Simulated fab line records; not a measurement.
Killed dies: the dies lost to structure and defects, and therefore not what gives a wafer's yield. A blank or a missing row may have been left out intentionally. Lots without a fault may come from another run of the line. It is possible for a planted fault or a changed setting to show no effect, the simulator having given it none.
The same fault as seen by 2 desks    flow ritCmos    each desk holds nothing but its own numbers, with what lay behind them at the end

THE METROLOGY DESK
Means of the sampled wafers that have a number, per lot and without regard to the tool the lot ran on: this is what the gauges read. The brackets show how far a lot's mean lies from the usual mean; more than 4 standard deviations puts the lot out of limits, marked OUT.
Columns: A = cdNm at RIT_GATE_CD_MEAS_16, usual 150.3 nm; B = GATE_OVL at RIT_GATE_OVL_MEAS_17, usual -0.3 nm; C = cdNm at RIT_GATE_CD_MEAS_90, usual 150.3 nm; D = REOX_OXIDE_THK at RIT_REOX_THK_MEAS_04, usual 24.9 nm; E = NLDD_OVL at RIT_NLDD_OVL_MEAS_06, usual -1.1 nm
lot   first seen here  A      B     C      D     E
L336  day 2 13:16      151.7  -0.4  151.4  25.2  -3.8
L337  day 2 18:22      149.9  0.9   149.9  25.5  -2.2
L348  day 5 01:53      148.5  0.5   148.3  25.3  -2.8
L350  day 5 17:35      150.0  0.3   150.3  24.5  0.2
L351  day 5 21:45      152.4  -1.1  152.4  24.8  -4.2
L353  day 6 04:02      151.8  -2.1  152.1  24.9  -0.6
This desk's finding: nothing out of limits on any of the 6 lots.

THE TOOL OWNER'S DESK: lithoTrack-04
The tool's own readings at RIT_NLDD_COAT_01 (resist thk 1000 nm): means of the sampled wafers that have a number, for each lot that ran on this tool. The brackets show how far a lot's mean lies from the usual mean; more than 4 standard deviations puts the lot out of limits, marked OUT.
Columns: A = spinSpeedRpm at RIT_NLDD_COAT_01, usual 3250.0 rpm
lot   first seen here  A
L336  day 2 17:20      3251.3
L348  day 5 07:22      3250.2
L350  day 5 22:22      3251.5
This desk's finding: nothing out of limits on any of the 3 lots.

BROUGHT TOGETHER
From the metrology desk's view, nothing was out of limits.
Nothing out of limits was seen by the tool owner's desk.

WHAT THE SIMULATOR HAD PUT IN
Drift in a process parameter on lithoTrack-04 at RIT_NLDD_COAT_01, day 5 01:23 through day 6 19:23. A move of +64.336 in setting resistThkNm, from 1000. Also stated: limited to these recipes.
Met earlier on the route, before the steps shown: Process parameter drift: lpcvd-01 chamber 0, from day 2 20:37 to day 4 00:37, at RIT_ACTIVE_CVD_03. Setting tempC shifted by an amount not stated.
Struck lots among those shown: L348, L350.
